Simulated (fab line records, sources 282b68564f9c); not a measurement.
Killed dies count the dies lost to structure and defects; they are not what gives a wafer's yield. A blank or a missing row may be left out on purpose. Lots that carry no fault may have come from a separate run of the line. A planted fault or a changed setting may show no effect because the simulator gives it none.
The tool behind it: which one? -- flow ritCmos -- 13 lots with 39 wafers sampled at 2 steps, on a route of 202 steps

== WHAT THE GAUGES READ, wafer by wafer ==
RIT_CONTACT_THK_MEAS_01. Usual: CONTACT_TEOS_THK typically reads 398 nm, with standard deviation 5.3.
lot,measured,on,CONTACT_TEOS_THK (nm),flag
L966,day 3 03:22,filmMetro-02,392 408 401,
L967,day 3 09:00,filmMetro-02,392 397 402,
L969,day 3 21:18,filmMetro-02,394 393 403,
L970,day 3 23:19,filmMetro-01,396 393 400,
L977,day 5 10:27,filmMetro-02,398 396 151,OFF
L978,day 5 14:19,filmMetro-02,403 395 403,
L979,day 5 19:21,filmMetro-01,392 400 396,
L981,day 6 07:35,filmMetro-04,397 392 390,
L982,day 6 14:52,filmMetro-04,397 402 403,
L984,day 6 20:04,filmMetro-01,398 393 402,
L985,day 7 02:43,filmMetro-04,396 396 404,
L987,day 7 11:35,filmMetro-02,399 392 400,
L988,day 7 16:58,filmMetro-02,400 400 399,

== EACH LOT AND THE TOOL THAT RAN IT (in order: tool; ch and the chambers of the sampled wafers; start) ==
lot,RIT_CONTACT_CVD_00
L966,"pecvd-04 ch 0,1, day 3 03:17"
L967,"pecvd-03 ch 1,2, day 3 08:57"
L969,"pecvd-04 ch 0,1,2, day 3 21:14"
L970,"pecvd-03 ch 0,1,2, day 3 23:16"
L977,"pecvd-02 ch 0,2, day 5 10:23"
L978,"pecvd-04 ch 0,2, day 5 14:14"
L979,"pecvd-03 ch 0,1, day 5 19:16"
L981,"pecvd-04 ch 0,1,2, day 6 07:32"
L982,"pecvd-03 ch 0,1,2, day 6 14:48"
L984,"pecvd-04 ch 1,2, day 6 20:01"
L985,"pecvd-03 ch 0,2, day 7 02:39"
L987,"pecvd-04 ch 0,1,2, day 7 11:32"
L988,"pecvd-03 ch 0,1,2, day 7 16:54"
- RIT_CONTACT_CVD_00: deposits SiO2 from TEOS, target thk 400 nm, time 61 s.

== WHAT THE TOOLS THEMSELVES READ (means of the sampled wafers that have a number; where no wafer has one, the mark that the record gives instead) ==
RIT_CONTACT_CVD_00. Usual: heaterPowerW 335 W, standard deviation 58; runLengthS 88.8 s, standard deviation 0.62.
lot,tool,heaterPowerW (W),runLengthS (s),flag
L966,pecvd-04,307,88.9,
L967,pecvd-03,325,89.4,
L969,pecvd-04,314,88.4,
L970,pecvd-03,318,89.2,
L977,pecvd-02,396,75.7,OFF
L978,pecvd-04,326,88.9,
L979,pecvd-03,318,89.0,
L981,pecvd-04,326,88.5,
L982,pecvd-03,291,89.0,
L984,pecvd-04,295,88.6,
L985,pecvd-03,307,88.3,
L987,pecvd-04,302,88.8,
L988,pecvd-03,318,88.9,

== THE ANSWER, worked out from the rows above alone ==
Rule: a lot is off if the mean of its wafers that have a number lies more than 3 standard deviations from the usual mean. Also off: a lot with no number at a reading for which 4 or more lots have one. The other lots that the step has rows for count as sound. First the gauges in route order, then the tools' own readings, where a lot's mean is used as printed above. At the first step where some lot is off, the reading lying furthest off is the one used; lots without a number count as furthest.
Off: L977, at RIT_CONTACT_THK_MEAS_01 (CONTACT_TEOS_THK).
If a tool, at a process step before that reading, ran all the lots that are off and no sound lot after the first of them, it fits. The gauges at RIT_CONTACT_THK_MEAS_01 aren't tried: what is off there is off at RIT_CONTACT_CVD_00 too, on other tools, and a gauge's error can't cause that. One fits: RIT_CONTACT_CVD_00 on pecvd-02. It ran no sound lot before its first lot that is off in this sample, so the start can't be narrowed down.
The tool's own readings at RIT_CONTACT_CVD_00 bear it out: on the lots that are off they differ by more than 5 times the standard deviation of the sound lots' means. heaterPowerW reads 396 W there against 312 W on the sound lots; runLengthS reads 75.7 s there against 88.8 s on the sound lots.

== WHAT HAD BEEN PUT IN BY THE SIMULATOR ==
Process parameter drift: pecvd-02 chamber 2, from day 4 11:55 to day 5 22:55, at RIT_CONTACT_CVD_00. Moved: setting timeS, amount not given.
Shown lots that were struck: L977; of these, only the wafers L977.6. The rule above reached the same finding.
